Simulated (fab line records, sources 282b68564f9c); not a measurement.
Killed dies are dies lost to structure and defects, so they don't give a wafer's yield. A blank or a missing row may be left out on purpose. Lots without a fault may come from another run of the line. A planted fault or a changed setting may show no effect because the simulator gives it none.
Which tool did it? | flow rit_cmos | 15 lots, 45 wafers sampled, at 1 step of a route of 202

WHAT THE GAUGES READ, wafer by wafer
The record holds no reading of a measuring or inspecting step that can be judged against a usual standard deviation.

WHICH TOOL RAN EACH LOT (tool, then ch and the chambers of the sampled wafers, then the start)
lot  | RIT_PLDD_PEB_04
L285 | litho_track-02 ch 0, day 3 00:34
L286 | litho_track-01 ch 0, day 3 06:01
L288 | litho_track-02 ch 0, day 3 15:41
L289 | litho_track-02 ch 0, day 3 22:59
L290 | litho_track-04 ch 0, day 4 00:42
L291 | litho_track-02 ch 0, day 4 06:10
L293 | litho_track-04 ch 0, day 4 21:34
L296 | litho_track-04, day 5 07:36
L297 | litho_track-02, day 5 13:40
L298 | litho_track-02, day 5 23:34
L301 | litho_track-04 ch 0, day 6 09:41
L303 | litho_track-01 ch 0, day 6 19:16
L304 | litho_track-01 ch 0, day 6 22:53
L305 | litho_track-01 ch 0, day 7 04:13
L307 | litho_track-01 ch 0, day 7 14:10
- RIT_PLDD_PEB_04

WHAT THE TOOLS THEMSELVES READ (means of the sampled wafers that have a number; where no wafer has one, the mark that the record gives instead)
RIT_PLDD_PEB_04.
lot  | tool           | exhaust_pa (Pa)
L285 | litho_track-02 | 44.7
L286 | litho_track-01 | 45.2
L288 | litho_track-02 | 45.7
L289 | litho_track-02 | 45.4
L290 | litho_track-04 | 44.2
L291 | litho_track-02 | 44.6
L293 | litho_track-04 | 44.9
L296 | litho_track-04 | -
L297 | litho_track-02 | -
L298 | litho_track-02 | -
L301 | litho_track-04 | 46.2
L303 | litho_track-01 | 45.5
L304 | litho_track-01 | 45.5
L305 | litho_track-01 | 44.7
L307 | litho_track-01 | 45.6

THE ANSWER, worked out from the rows above alone
Rule: what is usual is taken from the lots themselves. Put in order of their means at a reading, lots are off if they are a third of the lots or fewer, leave a main group of 4 or more, and stand apart from it by a gap of 3 or more times the standard deviation of the main group's means; of several such gaps the widest counts. A main group whose means are all the same, to the digits that the tables above print for the reading, isn't used. A lot without any number at a reading at which 4 lots or more have one is off too. The other lots that the step has rows for count as sound. The gauges are gone through in route order, then the tools' own readings, and for those a lot's mean is taken as printed above. The first step at which some lot is off is used, and at that step the reading that is off furthest; a lot without a number counts as furthest.
Off: L296, L297, L298, at RIT_PLDD_PEB_04 (exhaust_pa). Without a number there: L296, L297, L298. The main group: mean 45.2 Pa, standard deviation 0.55.
A tool fits if, at that step or a process step before it, it ran every lot that is off, and no sound lot after the first of them. None of those tried fits.

WHAT THE SIMULATOR HAD PUT IN
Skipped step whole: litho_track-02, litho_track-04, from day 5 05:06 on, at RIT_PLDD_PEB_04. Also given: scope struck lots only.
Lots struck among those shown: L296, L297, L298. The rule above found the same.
